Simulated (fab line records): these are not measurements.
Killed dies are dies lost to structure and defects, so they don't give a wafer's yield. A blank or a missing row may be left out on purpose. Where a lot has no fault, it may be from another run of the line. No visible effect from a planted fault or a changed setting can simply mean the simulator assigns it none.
A lot that was struck, set against a sound lot | flow berkeley_cmos170 | 44 out of 331 route steps
Sound: wafers L938.1, L938.2, L938.6. Wafers L936.1, L936.5, L936.6 were the ones struck. At the end, the cause is stated.
For every step that has rows: the tool of each side, followed by ch and its chambers, followed by its first start. Under that, the readings that differ: sound wafers | struck wafers | difference of the means | sigmas: that difference in standard deviations of wafers without a fault.
alike: readings whose means differ by less than 2 such deviations, and words and numbers that are the same on both sides. not compared: withheld readings, readings that some wafer has no value for, bounds like >300 that may hide the same value, and numbers for which the record gives no deviation and whose values overlap.
The two part at a step that has a row with sigmas, a row that says differs or no value, or rows on one side only. Numbers that don't overlap but have no deviation are shown without sigmas and don't part them. A reading that every wafer of one side lacks parts them only if that side has two wafers or more.

first, 1 step without rows for these wafers: UCB170_PLDD_STRIP_10 (strips in O2).
UCB170_PLDD_TW_MEAS_11:
  sound on film_metro-03 at day 10 04:20; struck on film_metro-01 at day 10 04:22
  alike: PLDD_TW
then, 7 steps without rows for these wafers: UCB170_PLDD_CLEAN_12 (cleans in SPM, time 600 s); UCB170_NLDD_HMDS_00 (prime time 60 s); UCB170_NLDD_COAT_01 (resist thk 900 nm); UCB170_NLDD_SOFTBAKE_02 (time 60 s); UCB170_NLDD_EXPOSE_03 (exposes mask NSELECT, target cd 1200 nm); UCB170_NLDD_PEB_04; UCB170_NLDD_DEVELOP_05 (develop time 45 s).
UCB170_NLDD_CD_MEAS_06 targets a cd of 1200 nm.
  sound on cd_sem-01 at day 10 06:40; struck on cd_sem-02 at day 10 06:42
  alike: cd_nm
UCB170_NLDD_OVL_MEAS_07:
  sound on overlay-02 at day 10 06:47; struck on overlay-01 at day 10 06:49
  alike: NLDD_OVL
after that, 1 step had no rows for these wafers: UCB170_NLDD_IMPLANT_08.
UCB170_NLDD_IMPLANT_09:
  sound on implanter-03 ch 0, day 10 06:58; struck on implanter-02 ch 0, day 10 07:01
  reading            | sound                         | struck                        | difference | sigmas
  dose_ions_cm2      | 4.998e+13 4.994e+13 5.001e+13 | 4.082e+13 4.072e+13 4.072e+13 | -9.223e+12 | -99 or more
  faraday_current_uA | 161 158 164                   | 128 132 131                   | -31        | -10
UCB170_NLDD_STRIP_10: strips in O2.
  sound on plasma_asher-04 ch 0,1, day 10 07:07; struck on plasma_asher-01 ch 0,1, day 10 07:10
  alike: drypump_motor_current_A, oes_product_au, strip_time_to_endpoint_s
  not compared: rf_hours_counter_h
UCB170_NLDD_TW_MEAS_11:
  sound on film_metro-02 at day 10 07:13; struck on film_metro-01 at day 10 07:16
  reading | sound          | struck         | difference | sigmas
  NLDD_TW | 2198 2200 2203 | 2163 2163 2161 | -38        | -3
then, 1 step without rows for these wafers: UCB170_NLDD_CLEAN_12 (cleans in SPM, time 600 s).
UCB170_SPACER_CVD_00: deposits SiO2 from TEOS/O2, target thk 376 nm, time 47 s.
  sound on pecvd-02 ch 0,1,2, day 10 07:28; struck on pecvd-01 ch 0,1,2, day 10 07:29
  alike: heater_power_w
  not compared: since_wet_clean_h
UCB170_SPACER_THK_MEAS_01:
  sound on film_metro-04 at day 10 07:30; struck on film_metro-03 at day 10 07:34
  alike: SPACER_TEOS_THK
then, 1 step without rows for these wafers: UCB170_SPACER_ANNEAL_02 (time 1800 s).
UCB170_SPACER_ETCHBACK_03: etches SiO2 in CHF3/CF4/Ar, stops on Si, target depth 376 nm, time 100 s.
  sound on rie_diel-04 ch 1,2, day 10 11:23; struck on rie_diel-01 ch 0,1,2, day 10 11:25
  alike: drypump_motor_current_A, oes_product_au, throttle_valve_pct
  not compared: rf_hours_counter_h
then, 6 steps without rows for these wafers: UCB170_PSD_HMDS_00 (prime time 60 s); UCB170_PSD_COAT_01 (resist thk 900 nm); UCB170_PSD_SOFTBAKE_02 (time 60 s); UCB170_PSD_EXPOSE_03 (exposes mask PSELECT MOD, target cd 1200 nm); UCB170_PSD_PEB_04; UCB170_PSD_DEVELOP_05 (develop time 45 s).
UCB170_PSD_CD_MEAS_06 targets a cd of 1200 nm.
  sound on cd_sem-01 at day 10 14:03; struck on cd_sem-02 at day 10 14:07
  alike: cd_nm
UCB170_PSD_OVL_MEAS_07:
  sound on overlay-02 at day 10 14:10; struck on overlay-01 at day 10 14:14
  alike: PSD_OVL
after that, 1 step had no rows for these wafers: UCB170_PSD_IMPLANT_08.
UCB170_PSD_STRIP_09: strips in O2.
  sound on plasma_asher-01 ch 0,1, day 10 14:22; struck on plasma_asher-04 ch 0,1, day 10 14:25
  reading                      | sound             | struck            | difference | sigmas
  strip_time_to_endpoint_s (s) | 29.34 29.33 29.26 | 29.56 29.44 29.55 | +0.21      | +3
  alike: drypump_motor_current_A, oes_product_au
  not compared: rf_hours_counter_h
UCB170_PSD_TW_MEAS_10:
  sound on film_metro-03 at day 10 14:28; struck on film_metro-01 at day 10 14:31
  alike: PSD_TW
then, 7 steps without rows for these wafers: UCB170_PSD_CLEAN_11 (cleans in SPM, time 600 s); UCB170_NSD_HMDS_00 (prime time 60 s); UCB170_NSD_COAT_01 (resist thk 900 nm); UCB170_NSD_SOFTBAKE_02 (time 60 s); UCB170_NSD_EXPOSE_03 (exposes mask NSELECT MOD, target cd 1200 nm); UCB170_NSD_PEB_04; UCB170_NSD_DEVELOP_05 (develop time 45 s).
UCB170_NSD_CD_MEAS_06 targets a cd of 1200 nm.
  sound on cd_sem-02 at day 10 16:22; struck on cd_sem-01 at day 10 16:24
  alike: cd_nm
UCB170_NSD_OVL_MEAS_07:
  sound on overlay-02 at day 10 16:29; struck on overlay-01 at day 10 16:31
  alike: NSD_OVL
after that, 1 step had no rows for these wafers: UCB170_NSD_IMPLANT_08.
UCB170_NSD_STRIP_09: strips in O2.
  sound on plasma_asher-04 ch 0,1, day 10 16:40; struck on plasma_asher-03 ch 0,1, day 10 16:43
  alike: drypump_motor_current_A, oes_product_au, strip_time_to_endpoint_s
  not compared: rf_hours_counter_h
UCB170_SDANNEAL_RS_MEAS_05: measures by four-point-probe.
  sound on film_metro-01 at day 10 18:28; struck on film_metro-03 at day 10 18:30
  reading          | sound             | struck            | difference | sigmas
  NLDD_RS (ohm/sq) | 617.9 616.4 615.4 | 657.9 659.3 657.6 | +41.7      | +30
after that, 1 step had no rows for these wafers: UCB170_M3_PROBE_99.

== WHERE THEY PART ==
Earliest at UCB170_NLDD_IMPLANT_09; latest, in this record, at UCB170_SDANNEAL_RS_MEAS_05.

WHY: what the simulator had put in
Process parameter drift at UCB170_NLDD_IMPLANT_09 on implanter-02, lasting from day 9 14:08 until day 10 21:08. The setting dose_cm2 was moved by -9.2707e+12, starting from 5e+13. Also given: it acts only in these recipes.
